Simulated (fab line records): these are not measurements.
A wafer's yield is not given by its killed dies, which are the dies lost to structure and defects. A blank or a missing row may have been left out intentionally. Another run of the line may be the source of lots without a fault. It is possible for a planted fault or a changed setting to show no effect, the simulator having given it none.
A lot that was struck, set against a sound lot -- flow rit cmos -- 14 out of 202 route steps
Sound: these wafers, L572.1, L572.3, L572.4. Wafers L565.1, L565.2, L565.6 were the ones struck. The cause comes at the end.
Each step with rows lists, per side, the tool, then ch with its chambers, then its first start. Under that, the readings that differ: sound wafers -- struck wafers -- difference of the means -- sigmas: that difference in standard deviations of wafers without a fault.
alike: readings whose means differ by less than 2 such deviations, and words and numbers that are the same on both sides. not compared: withheld readings, readings that some wafer has no value for, bounds like >300 that may hide the same value, and numbers for which the record gives no deviation and whose values overlap.
The two part at a step that has a row with sigmas, a row that says differs or no value, or rows on one side only. Non-overlapping numbers with no deviation appear without sigmas and do not part them. A reading missing from all wafers of one side parts the sides only when that side holds two or more wafers.

RIT_FOX1_THK_MEAS_01:
  sound on film metro-02, day 5 13:29; struck on film metro-04, day 4 01:22
  alike: FOX1_OXIDE_THK
then, 2 steps without rows for these wafers: RIT_FOX1_WET_ETCH_02 (etches SiO2 in BOE, target depth 350 nm, time 390 s); RIT_FOX2_OXIDATION_00 (target thk 350.7 nm, ox time 1130 s).
RIT_FOX2_THK_MEAS_01:
  sound on film metro-01, day 5 15:07; struck on film metro-01, day 4 02:52
  alike: FOX2_OXIDE_THK
then, 2 steps without rows for these wafers: RIT_FOX2_CLEAN_02 (cleans in dHF, time 180 s); RIT_FOX2_WET_ETCH_03 (etches Si3N4 in H3PO4, target depth 195 nm, time 2700 s).
RIT_FOX2_THK_MEAS_90:
  sound on film metro-02, day 5 16:00; struck on film metro-03, day 4 03:49
  alike: FIELD_OXIDE_LEFT_1_THK
then, 5 steps without rows for these wafers: RIT_NWELL_HMDS_00 (prime time 60 s); RIT_NWELL_COAT_01 (resist thk 1300 nm); RIT_NWELL_SOFTBAKE_02 (time 60 s); RIT_NWELL_EXPOSE_03 (exposes mask M2, target cd 43900 nm); RIT_NWELL_PEB_04.
RIT_NWELL_DEVELOP_05: develop time 68 s.
  sound on litho track-01 ch 0, day 5 16:00; struck on litho track-04, day 4 04:00
  no value came back on the struck wafers for chill plate temp C (C), develop time s (s); on the sound wafers chill plate temp C (C) reads 22.87 23.08 22.83
RIT_NWELL_OVL_MEAS_06:
  sound on overlay-02, day 5 16:56; struck on overlay-01, day 4 04:45
reading,sound,struck,difference,sigmas
NWELL_OVL (nm),0.2 -0.3 0.7,- - -,no value on the struck wafers,

== WHERE THEY PART ==
Last at RIT_NWELL_OVL_MEAS_06 as far as this record goes, first at RIT_NWELL_DEVELOP_05.

WHY: the cause the simulator had injected
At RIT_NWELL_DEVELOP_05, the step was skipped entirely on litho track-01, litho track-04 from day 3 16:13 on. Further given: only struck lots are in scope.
